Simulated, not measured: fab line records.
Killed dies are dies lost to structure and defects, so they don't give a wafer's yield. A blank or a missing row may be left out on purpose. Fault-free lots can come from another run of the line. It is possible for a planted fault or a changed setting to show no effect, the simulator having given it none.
fab line records	flow rit_cmos	part 1 of 2: steps 1 to 24 of 34
record lots=5	wafers=15	last_day=6
route steps=202 shown SILICIDE@167 CONTACT@168 M1@184
lots that met no fault: from a run of the same line without faults
start_h: hours from the record's opening day to when the first of the lot's shown wafers began	wait_h: hours from the lot's prior step to this one	" unchanged from the row above	L1.1+2: one row covering several wafers at once	- no value present, or no start provided	* or withheld: withheld	< > ~ a bound
route shown NAME@n: NAME is a module with steps in the file, n the number in the route of the first one	usual: average and standard deviation across the fault-free wafers	same: alike in all rows	chamber/n: place in a boat	sites: readings site by site	_std_site: the standard deviation of these	_edge_site: mean of outer sites minus mean of inner sites	radius_mm: for every site, how far away it sits from the centre of the wafer	mask NAME#n: copy n	behind: tool/chamber where the wafer was last shaped	hold: reason for holding the lot/hours on hold/outcome of the hold	device: the transistor (n, p or np) that didn't switch	end of line: tests run on the same wafers once the route is complete	step lacking rows: just its recipe	killed: dies that structure and defects cost at the first sort, which is not the same as the wafer's yield	map: per-die view of a wafer (x killed, . not killed, _ where there is no die)
set.NAME: the run value of the setting; set.NAME@STEP: its run value at that earlier step	model.NAME: the simulator's own value behind a step, which no gauge read
lots at selected steps of the route; one table per step, one row per wafer
services: from which hour (start_h, from the record's first day; less than 0 if before it) a tool's chamber was out of use, for how many hours, and why
## steps
# step RIT_SILICIDE_RTA_06
# recipe temp_c=750	time_s=10	idle_temp_c=25	ramp_up_s=5	ramp_down_s=10	cool_to_c=25	ambient=N2
# usual chamber_o2_ppm=2.004/0.023	wafer_temp_C_max=752.5/1
lot.wafer	tool	chamber	start_h	wait_h	chamber_o2_ppm	wafer_temp_C_max
L078.2	rtp_anneal-01	0	70.38	0.0	1.984	752.5
L078.5	"	0	"	"	1.987	753.6
L078.6	"	0	"	"	2.002	753.4
L080.1	rtp_anneal-01	0	80.09	0.0	1.991	753.9
L080.2	"	0	"	"	2.037	753.8
L080.4	"	0	"	"	2.012	753.4
L083.2	rtp_anneal-02	0	96.42	0.0	2.015	751.2
L083.5	"	0	"	"	1.980	752.7
L083.6	"	0	"	"	2.001	751.7
L085.3	rtp_anneal-02	0	107.04	0.0	1.990	752.2
L085.5	"	0	"	"	1.987	752.0
L085.6	"	0	"	"	2.001	751.8
L093.3	rtp_anneal-01	0	146.65	0.0	1.960	754.3
L093.5	"	0	"	"	2.003	753.2
L093.6	"	0	"	"	1.980	753.6
# step RIT_CONTACT_CVD_00
# recipe material=SiO2	target_thk_nm=400	precursor=TEOS	temp_c=390	time_s=63.41	rf_w=400
# usual heater_power_w=324/66
lot.wafer	tool	chamber	start_h	wait_h	heater_power_w
L078.2	pecvd-03	2	70.43	0.0	433
L078.5	"	0	"	"	360
L078.6	"	2	"	"	347
L080.1	pecvd-04	1	80.23	0.1	220
L080.2	"	2	"	"	343
L080.4	"	2	"	"	254
L083.2	pecvd-04	0	96.47	0.0	349
L083.5	"	2	"	"	245
L083.6	"	1	"	"	209
L085.3	pecvd-02	2	107.09	0.0	421
L085.5	"	1	"	"	310
L085.6	"	2	"	"	307
L093.3	pecvd-03	2	146.69	0.0	377
L093.5	"	2	"	"	390
L093.6	"	1	"	"	412
# step RIT_CONTACT_THK_MEAS_01
# recipe reads=SiO2_of_CONTACT_CVD_00
# usual CONTACT_TEOS_THK=414/5.2
lot.wafer	tool	chamber	start_h	wait_h	CONTACT_TEOS_THK[nm]
L078.2	film_metro-03	-	70.52	0.1	410
L078.5	"	-	"	"	418
L078.6	"	-	"	"	418
L080.1	film_metro-03	-	80.28	0.0	412
L080.2	"	-	"	"	412
L080.4	"	-	"	"	419
L083.2	film_metro-01	-	96.54	0.0	406
L083.5	"	-	"	"	419
L083.6	"	-	"	"	413
L085.3	film_metro-03	-	107.16	0.0	411
L085.5	"	-	"	"	418
L085.6	"	-	"	"	415
L093.3	film_metro-03	-	146.76	0.0	416
L093.5	"	-	"	"	426
L093.6	"	-	"	"	430
# step RIT_CONTACT_HMDS_02
# recipe prime_time_s=60	prime_temp_c=140
# usual chill_plate_temp_C=22.99/0.099	exhaust_pa=45.0/0.87
lot.wafer	tool	chamber	start_h	wait_h	chill_plate_temp_C	exhaust_pa
L078.2	litho_track-04	0	70.59	0.1	22.85	44.1
L078.5	"	0	"	"	22.96	44.9
L078.6	"	0	"	"	22.92	44.6
L080.1	litho_track-03	0	80.34	0.1	22.80	44.2
L080.2	"	0	"	"	22.92	44.6
L080.4	"	0	"	"	22.93	44.2
L083.2	litho_track-03	0	96.61	0.1	22.98	44.1
L083.5	"	0	"	"	22.98	43.8
L083.6	"	0	"	"	23.19	44.1
L085.3	litho_track-01	0	107.25	0.1	22.99	44.1
L085.5	"	0	"	"	22.99	44.6
L085.6	"	0	"	"	23.02	44.9
L093.3	litho_track-04	0	146.85	0.1	23.10	47.9
L093.5	"	0	"	"	23.12	46.7
L093.6	"	0	"	"	22.92	44.8
# step RIT_CONTACT_COAT_03
# recipe resist=NOVOLAK	spin_rpm=3250	resist_thk_nm=1000
# usual chill_plate_temp_C=23.01/0.1	exhaust_pa=45.0/0.84
lot.wafer	tool	chamber	start_h	wait_h	chill_plate_temp_C	exhaust_pa
L078.2	litho_track-04	0	70.74	0.1	22.95	45.1
L078.5	"	0	"	"	22.88	44.6
L078.6	"	0	"	"	22.93	44.6
L080.1	litho_track-03	0	80.49	0.1	23.10	45.5
L080.2	"	0	"	"	22.98	45.6
L080.4	"	0	"	"	22.99	45.7
L083.2	litho_track-03	0	96.76	0.1	23.04	45.2
L083.5	"	0	"	"	23.05	43.4
L083.6	"	0	"	"	23.01	43.0
L085.3	litho_track-01	0	107.40	0.1	23.00	45.6
L085.5	"	0	"	"	23.03	45.0
L085.6	"	0	"	"	22.87	46.9
L093.3	litho_track-04	0	147.00	0.1	22.98	44.7
L093.5	"	0	"	"	23.01	45.4
L093.6	"	0	"	"	22.94	45.3
# step RIT_CONTACT_SOFTBAKE_04
# recipe resist=NOVOLAK	temp_c=90	time_s=60
# usual chill_plate_temp_C=22.94/0.11	exhaust_pa=45.1/0.92
lot.wafer	tool	chamber	start_h	wait_h	chill_plate_temp_C	exhaust_pa
L078.2	litho_track-04	0	70.89	0.1	23.08	47.3
L078.5	"	0	"	"	22.99	46.6
L078.6	"	0	"	"	22.93	46.4
L080.1	litho_track-03	0	80.64	0.1	23.06	45.6
L080.2	"	0	"	"	22.90	43.2
L080.4	"	0	"	"	23.15	45.4
L083.2	litho_track-03	0	96.91	0.1	23.06	43.2
L083.5	"	0	"	"	22.94	43.0
L083.6	"	0	"	"	23.01	45.1
L085.3	litho_track-01	0	107.55	0.1	22.91	43.7
L085.5	"	0	"	"	22.96	45.2
L085.6	"	0	"	"	23.14	43.5
L093.3	litho_track-04	0	147.15	0.1	22.88	46.2
L093.5	"	0	"	"	23.06	45.8
L093.6	"	0	"	"	22.98	46.5
# step RIT_CONTACT_EXPOSE_05
# recipe mask_id=M11	na=0.6	source_shape=conventional	sigma_outer=0.5	target_cd_nm=1000	dose_mj=250
lot.wafer	tool	chamber	start_h	wait_h	mask
L078.2+5+6	iline_stepper-01	0	71.04	0.1	M11#0
L080.1+2+4	iline_stepper-01	0	80.79	0.1	M11#0
L083.2+5+6	iline_stepper-02	0	97.05	0.1	M11#0
L085.3+5+6	iline_stepper-01	0	107.81	0.2	M11#0
L093.3+5+6	iline_stepper-01	0	147.42	0.2	M11#0
# step RIT_CONTACT_PEB_06
# recipe resist=NOVOLAK	temp_c=withheld	time_s=withheld
# usual chill_plate_temp_C=*	exhaust_pa=45.2/0.88
lot.wafer	tool	chamber	start_h	wait_h	chill_plate_temp_C	exhaust_pa
L078.2	litho_track-04	0	71.16	0.1	*	44.4
L078.5	"	0	"	"	*	46.4
L078.6	"	0	"	"	*	46.3
L080.1	litho_track-04	0	80.90	0.1	*	44.3
L080.2	"	0	"	"	*	44.9
L080.4	"	0	"	"	*	46.2
L083.2	litho_track-03	0	97.18	0.1	*	45.2
L083.5	"	0	"	"	*	44.3
L083.6	"	0	"	"	*	46.3
L085.3	litho_track-01	0	107.94	0.1	*	46.1
L085.5	"	0	"	"	*	44.9
L085.6	"	0	"	"	*	45.9
L093.3	litho_track-04	0	147.54	0.1	*	45.3
L093.5	"	0	"	"	*	45.4
L093.6	"	0	"	"	*	44.9
# step RIT_CONTACT_DEVELOP_07
# recipe resist=NOVOLAK	develop_time_s=120	dev_temp_c=23
# usual chill_plate_temp_C=23.01/0.11	exhaust_pa=45.0/0.9
lot.wafer	tool	chamber	start_h	wait_h	chill_plate_temp_C	exhaust_pa
L078.2	litho_track-04	0	-	-	22.97	45.0
L078.5	"	0	"	"	23.03	44.5
L078.6	"	0	"	"	22.99	43.4
L080.1	litho_track-04	0	-	-	23.24	44.6
L080.2	"	0	"	"	23.17	45.6
L080.4	"	0	"	"	23.09	45.5
L083.2	litho_track-03	0	-	-	23.02	46.5
L083.5	"	0	"	"	23.16	46.8
L083.6	"	0	"	"	23.08	47.1
L085.3	litho_track-01	0	-	-	22.90	43.9
L085.5	"	0	"	"	22.92	45.7
L085.6	"	0	"	"	22.99	44.7
L093.3	litho_track-04	0	-	-	23.00	45.6
L093.5	"	0	"	"	23.05	45.6
L093.6	"	0	"	"	22.91	44.6
# step RIT_CONTACT_CD_MEAS_08
# recipe target_cd_nm=1000
# usual cd_nm=1000.2/1.8
lot.wafer	tool	chamber	start_h	wait_h	cd_nm
L078.2	cd_sem-01	-	71.56	-	1002.0
L078.5	"	-	"	"	1000.4
L078.6	"	-	"	"	1000.9
L080.1	cd_sem-01	-	81.30	-	997.5
L080.2	"	-	"	"	997.8
L080.4	"	-	"	"	998.0
L083.2	cd_sem-01	-	97.57	-	1000.0
L083.5	"	-	"	"	1000.3
L083.6	"	-	"	"	1000.6
L085.3	cd_sem-01	-	108.33	-	1000.5
L085.5	"	-	"	"	1000.6
L085.6	"	-	"	"	1001.4
L093.3	cd_sem-01	-	147.93	-	1000.6
L093.5	"	-	"	"	1000.2
L093.6	"	-	"	"	1000.0
# step RIT_CONTACT_OVL_MEAS_09
# usual CONTACT_OVL=-0.1/1.5
lot.wafer	tool	chamber	start_h	wait_h	CONTACT_OVL[nm]
L078.2	overlay-01	-	71.66	0.1	-1.7
L078.5	"	-	"	"	0.3
L078.6	"	-	"	"	-0.2
L080.1	overlay-01	-	81.42	0.1	0.3
L080.2	"	-	"	"	0.0
L080.4	"	-	"	"	-1.0
L083.2	overlay-02	-	97.68	0.1	-1.6
L083.5	"	-	"	"	-3.4
L083.6	"	-	"	"	-1.6
L085.3	overlay-01	-	108.42	0.1	3.1
L085.5	"	-	"	"	1.0
L085.6	"	-	"	"	2.5
L093.3	overlay-02	-	148.03	0.1	2.2
L093.5	"	-	"	"	1.0
L093.6	"	-	"	"	0.0
# step RIT_CONTACT_HARDBAKE_10
# recipe resist=NOVOLAK	temp_c=140	time_s=60
# usual chill_plate_temp_C=23.02/0.092	exhaust_pa=44.8/0.92
lot.wafer	tool	chamber	start_h	wait_h	chill_plate_temp_C	exhaust_pa
L078.2	litho_track-03	0	71.72	0.0	22.87	43.9
L078.5	"	0	"	"	22.95	44.3
L078.6	"	0	"	"	22.85	44.5
L080.1	litho_track-03	0	81.56	0.1	23.20	45.7
L080.2	"	0	"	"	22.95	45.8
L080.4	"	0	"	"	23.08	45.6
L083.2	litho_track-03	0	97.73	0.0	23.01	44.4
L083.5	"	0	"	"	23.01	44.5
L083.6	"	0	"	"	23.03	44.6
L085.3	litho_track-01	0	108.62	0.2	23.04	44.9
L085.5	"	0	"	"	23.05	45.9
L085.6	"	0	"	"	22.84	45.6
L093.3	litho_track-03	0	148.10	0.1	22.89	44.9
L093.5	"	0	"	"	23.13	44.9
L093.6	"	0	"	"	22.96	44.0
# step RIT_CONTACT_ETCH_11
# recipe target_depth_a=4800	over_etch_frac=0.2	stop_on=TiSi2	chemistry=CHF3/CF4/Ar	target=SiO2	CHF3_flow_sccm=50	cf4_flow_sccm=10	Ar_flow_sccm=100	O2_flow_sccm=5	pressure_mtorr=100	rf_w=200	time_s=320
# usual drypump_motor_current_A=5.8/0.36	mfc_ar_sccm=99.9/0.33	oes_product_au=0.993/0.014	throttle_valve_pct=8.84/0.15
lot.wafer	tool	chamber	start_h	wait_h	drypump_motor_current_A	mfc_ar_sccm	oes_product_au	rf_hours_counter_h	throttle_valve_pct
L078.2	rie_diel-01	2	71.84	0.1	6.2	99.9	1.007	52	8.77
L078.5	"	1	"	"	5.8	100.0	0.980	-	8.86
L078.6	"	0	"	"	6.1	100.2	0.995	-	8.70
L080.1	rie_diel-04	3	81.71	0.1	5.1	99.7	0.967	88	9.14
L080.2	"	1	"	"	6.1	99.8	0.991	43	8.63
L080.4	"	3	"	"	5.1	99.7	0.961	-	9.16
L083.2	rie_diel-01	2	97.86	0.1	6.2	99.4	1.014	53	8.79
L083.5	"	2	"	"	6.2	99.5	1.022	-	8.78
L083.6	"	3	"	"	5.5	100.2	0.983	-	8.86
L085.3	rie_diel-03	0	108.72	0.1	5.7	99.8	0.986	40	8.94
L085.5	"	3	"	"	5.8	99.6	1.008	-	8.82
L085.6	"	0	"	"	5.7	99.5	0.999	-	8.94
L093.3	rie_diel-01	3	148.20	0.1	5.5	100.2	0.985	6	8.87
L093.5	"	1	"	"	5.8	99.7	0.985	-	8.88
L093.6	"	2	"	"	6.2	100.0	1.019	-	8.78
# step RIT_CONTACT_STRIP_12
# recipe chemistry=O2	time_s=180	resist=NOVOLAK	platen_temp_c=withheld	power_w=500	pressure_mtorr=4000	o2_flow_sccm=4000
# usual drypump_motor_current_A=5.4/0.47	o2_flow_sccm=4000/11
lot.wafer	tool	chamber	start_h	wait_h	drypump_motor_current_A	o2_flow_sccm	rf_hours_counter_h
L078.2	plasma_asher-02	0	72.04	0.1	5.9	3990	45
L078.5	"	0	"	"	5.9	3993	-
L078.6	"	1	"	"	5.9	4004	-
L080.1	plasma_asher-02	0	81.90	0.1	5.9	3988	46
L080.2	"	1	"	"	5.8	4003	46
L080.4	"	0	"	"	5.9	4012	-
L083.2	plasma_asher-01	1	98.05	0.1	5.2	3989	45
L083.5	"	1	"	"	5.1	3996	-
L083.6	"	0	"	"	4.6	3988	-
L085.3	plasma_asher-01	1	109.00	0.2	5.2	4006	-
L085.5	"	1	"	"	5.2	4005	-
L085.6	"	0	"	"	4.6	3994	-
L093.3	plasma_asher-02	1	148.45	0.2	5.8	3995	-
L093.5	"	0	"	"	5.9	3988	-
L093.6	"	1	"	"	5.9	3994	-
# step RIT_CONTACT_CD_MEAS_90
# recipe target_cd_nm=1000
# usual cd_nm=1000.2/1.9
lot.wafer	tool	chamber	start_h	wait_h	cd_nm
L078.2	cd_sem-02	-	72.23	0.1	1002.1
L078.5	"	-	"	"	1000.3
L078.6	"	-	"	"	1001.0
L080.1	cd_sem-02	-	82.08	0.1	997.1
L080.2	"	-	"	"	998.0
L080.4	"	-	"	"	998.2
L083.2	cd_sem-02	-	98.25	0.1	1000.4
L083.5	"	-	"	"	1000.3
L083.6	"	-	"	"	1000.9
L085.3	cd_sem-01	-	109.15	0.1	1000.6
L085.5	"	-	"	"	1000.5
L085.6	"	-	"	"	1001.1
L093.3	cd_sem-01	-	148.61	0.1	1001.0
L093.5	"	-	"	"	1000.2
L093.6	"	-	"	"	1000.0
# step RIT_CONTACT_CLEAN_13
# recipe chemistry=SC1	mix=3:3:50	time_s=600	temp_c=75
lot.wafer	tool	chamber	start_h	wait_h
L078.2+5+6	wet_bench-01	3	72.33	0.1
L080.1+2+4	wet_bench-02	3	82.20	0.1
L083.2+5+6	wet_bench-01	2	98.35	0.1
L085.3+5+6	wet_bench-01	1	109.23	0.1
L093.3+5+6	wet_bench-03	2	148.69	0.1
# step RIT_CONTACT_CLEAN_14
# recipe chemistry=SC2	mix=3:3:50	time_s=600	temp_c=75	dry=n2_spin
lot.wafer	tool	chamber	start_h	wait_h
L078.2+5+6	wet_bench-02	3	72.52	0.0
L080.1+2+4	wet_bench-03	1	82.37	0.0
L083.2+5+6	wet_bench-03	1	98.54	0.0
L085.3+5+6	wet_bench-02	3	109.46	0.0
L093.3+5+6	wet_bench-01	3	148.86	0.0
# step RIT_M1_SPUTTER_00
# recipe material=Al	target_thk_nm=400	power_w=2000	chamber_pressure_pa=0.4	gas=Ar	time_s=500	substrate_temp_c=25
# usual cathode_dc_power_W=1999.9/0.34	throttle_valve_pct=29.9/0.81
lot.wafer	tool	chamber	start_h	wait_h	cathode_dc_power_W	throttle_valve_pct
L078.2	pvd_sputter-01	-	72.70	0.0	2000.1	29.4
L078.5	"	-	"	"	2000.0	31.2
L078.6	"	-	"	"	1999.8	29.2
L080.1	pvd_sputter-01	-	82.75	0.0	1999.8	29.6
L080.2	"	-	"	"	1999.8	31.5
L080.4	"	-	"	"	1999.9	29.7
L083.2	pvd_sputter-04	-	98.71	0.0	2000.4	29.4
L083.5	"	-	"	"	2000.3	30.0
L083.6	"	-	"	"	1999.6	29.6
L085.3	pvd_sputter-01	-	109.65	0.0	2000.0	30.0
L085.5	"	-	"	"	1999.7	29.4
L085.6	"	-	"	"	2000.0	29.5
L093.3	pvd_sputter-04	-	149.06	0.0	1999.6	29.4
L093.5	"	-	"	"	1999.8	29.7
L093.6	"	-	"	"	2000.0	29.6
# step RIT_M1_RS_MEAS_01
# recipe thk_meas_gauge=four-point-probe	reads=Al_of_M1_SPUTTER_00
# usual M1_AL_RS=0.0736/0.00061
lot.wafer	tool	chamber	start_h	wait_h	M1_AL_RS[ohm/sq]
L078.2	film_metro-04	-	73.01	0.2	0.0736
L078.5	"	-	"	"	0.0738
L078.6	"	-	"	"	0.0737
L080.1	film_metro-03	-	83.05	0.1	0.0731
L080.2	"	-	"	"	0.0734
L080.4	"	-	"	"	0.0734
L083.2	film_metro-03	-	99.03	0.2	0.0735
L083.5	"	-	"	"	0.0729
L083.6	"	-	"	"	0.0736
L085.3	film_metro-01	-	109.99	0.2	0.0733
L085.5	"	-	"	"	0.0738
L085.6	"	-	"	"	0.0734
L093.3	film_metro-01	-	149.39	0.2	0.0744
L093.5	"	-	"	"	0.0740
L093.6	"	-	"	"	0.0742
# step RIT_M1_THK_MEAS_02
# recipe thk_meas_gauge=xrf	reads=Al_of_M1_SPUTTER_00
# usual M1_AL_THK=405/4.4
lot.wafer	tool	chamber	start_h	wait_h	M1_AL_THK[nm]
L078.2	film_metro-04	-	73.12	0.1	410
L078.5	"	-	"	"	410
L078.6	"	-	"	"	410
L080.1	film_metro-03	-	83.17	0.1	408
L080.2	"	-	"	"	406
L080.4	"	-	"	"	405
L083.2	film_metro-03	-	99.14	0.1	406
L083.5	"	-	"	"	411
L083.6	"	-	"	"	404
L085.3	film_metro-01	-	110.09	0.1	403
L085.5	"	-	"	"	403
L085.6	"	-	"	"	408
L093.3	film_metro-01	-	149.49	0.1	398
L093.5	"	-	"	"	398
L093.6	"	-	"	"	400
# step RIT_M1_HMDS_03
# recipe prime_time_s=60	prime_temp_c=140
# usual chill_plate_temp_C=23.01/0.1	exhaust_pa=45.2/0.92
lot.wafer	tool	chamber	start_h	wait_h	chill_plate_temp_C	exhaust_pa
L078.2	litho_track-04	0	73.20	0.1	22.92	45.0
L078.5	"	0	"	"	22.89	44.8
L078.6	"	0	"	"	22.82	44.1
L080.1	litho_track-02	0	83.23	0.1	23.12	45.1
L080.2	"	0	"	"	23.04	46.5
L080.4	"	0	"	"	22.95	46.4
L083.2	litho_track-02	0	99.21	0.1	23.07	45.8
L083.5	"	0	"	"	23.06	44.5
L083.6	"	0	"	"	22.93	44.9
L085.3	litho_track-03	0	110.18	0.1	23.07	45.8
L085.5	"	0	"	"	23.07	45.3
L085.6	"	0	"	"	23.03	45.7
L093.3	litho_track-03	0	149.58	0.1	23.07	45.1
L093.5	"	0	"	"	23.15	43.6
L093.6	"	0	"	"	23.07	43.5
# step RIT_M1_COAT_04
# recipe resist=NOVOLAK	spin_rpm=2000	resist_thk_nm=1300
# usual chill_plate_temp_C=23.03/0.11	exhaust_pa=45.1/0.99
lot.wafer	tool	chamber	start_h	wait_h	chill_plate_temp_C	exhaust_pa
L078.2	litho_track-04	0	73.35	0.1	22.98	46.6
L078.5	"	0	"	"	22.89	46.1
L078.6	"	0	"	"	22.89	44.7
L080.1	litho_track-02	0	83.38	0.1	23.16	46.1
L080.2	"	0	"	"	23.04	45.1
L080.4	"	0	"	"	23.15	44.4
L083.2	litho_track-02	0	99.36	0.1	23.01	45.6
L083.5	"	0	"	"	23.04	46.1
L083.6	"	0	"	"	23.04	46.0
L085.3	litho_track-03	0	110.33	0.1	23.08	44.6
L085.5	"	0	"	"	23.01	43.3
L085.6	"	0	"	"	23.24	45.4
L093.3	litho_track-03	0	149.73	0.1	23.01	44.8
L093.5	"	0	"	"	23.20	44.4
L093.6	"	0	"	"	23.06	45.1
# step RIT_M1_SOFTBAKE_05
# recipe resist=NOVOLAK	temp_c=90	time_s=61.63
# usual chill_plate_temp_C=22.99/0.11	exhaust_pa=45.1/1	plate_sensor_t_centre_C=90.970/0.011	plate_sensor_t_edge_C=91.020/0.01
lot.wafer	tool	chamber	start_h	wait_h	chill_plate_temp_C	exhaust_pa	plate_sensor_t_centre_C	plate_sensor_t_edge_C
L078.2	litho_track-04	0	73.50	0.1	23.11	46.1	90.963	91.026
L078.5	"	0	"	"	22.97	46.5	90.971	91.027
L078.6	"	0	"	"	23.09	46.3	90.976	91.013
L080.1	litho_track-02	0	83.53	0.1	22.92	43.7	90.958	91.025
L080.2	"	0	"	"	23.07	44.0	90.963	91.005
L080.4	"	0	"	"	23.11	43.4	90.963	91.021
L083.2	litho_track-02	0	99.51	0.1	22.96	45.2	90.964	91.021
L083.5	"	0	"	"	22.97	45.2	90.956	91.025
L083.6	"	0	"	"	22.88	44.9	90.980	91.009
L085.3	litho_track-03	0	110.48	0.1	23.29	45.1	90.961	91.025
L085.5	"	0	"	"	23.08	44.5	90.978	91.018
L085.6	"	0	"	"	23.14	45.5	90.980	91.016
L093.3	litho_track-03	0	149.88	0.1	22.91	43.7	90.943	90.998
L093.5	"	0	"	"	22.94	44.4	90.972	91.014
L093.6	"	0	"	"	22.86	43.9	90.956	91.025
# step RIT_M1_EXPOSE_06
# recipe mask_id=M12	na=0.6	source_shape=conventional	sigma_outer=0.5	target_cd_nm=2600	dose_mj=250
lot.wafer	tool	chamber	start_h	wait_h	mask
L078.2+5+6	iline_stepper-02	0	73.64	0.1	M12#0
L080.1+2+4	iline_stepper-01	0	83.80	0.2	M12#0
L083.2+5+6	iline_stepper-02	0	99.78	0.2	M12#0
L085.3+5+6	iline_stepper-01	0	110.81	0.3	M12#0
L093.3+5+6	iline_stepper-02	0	150.14	0.2	M12#0
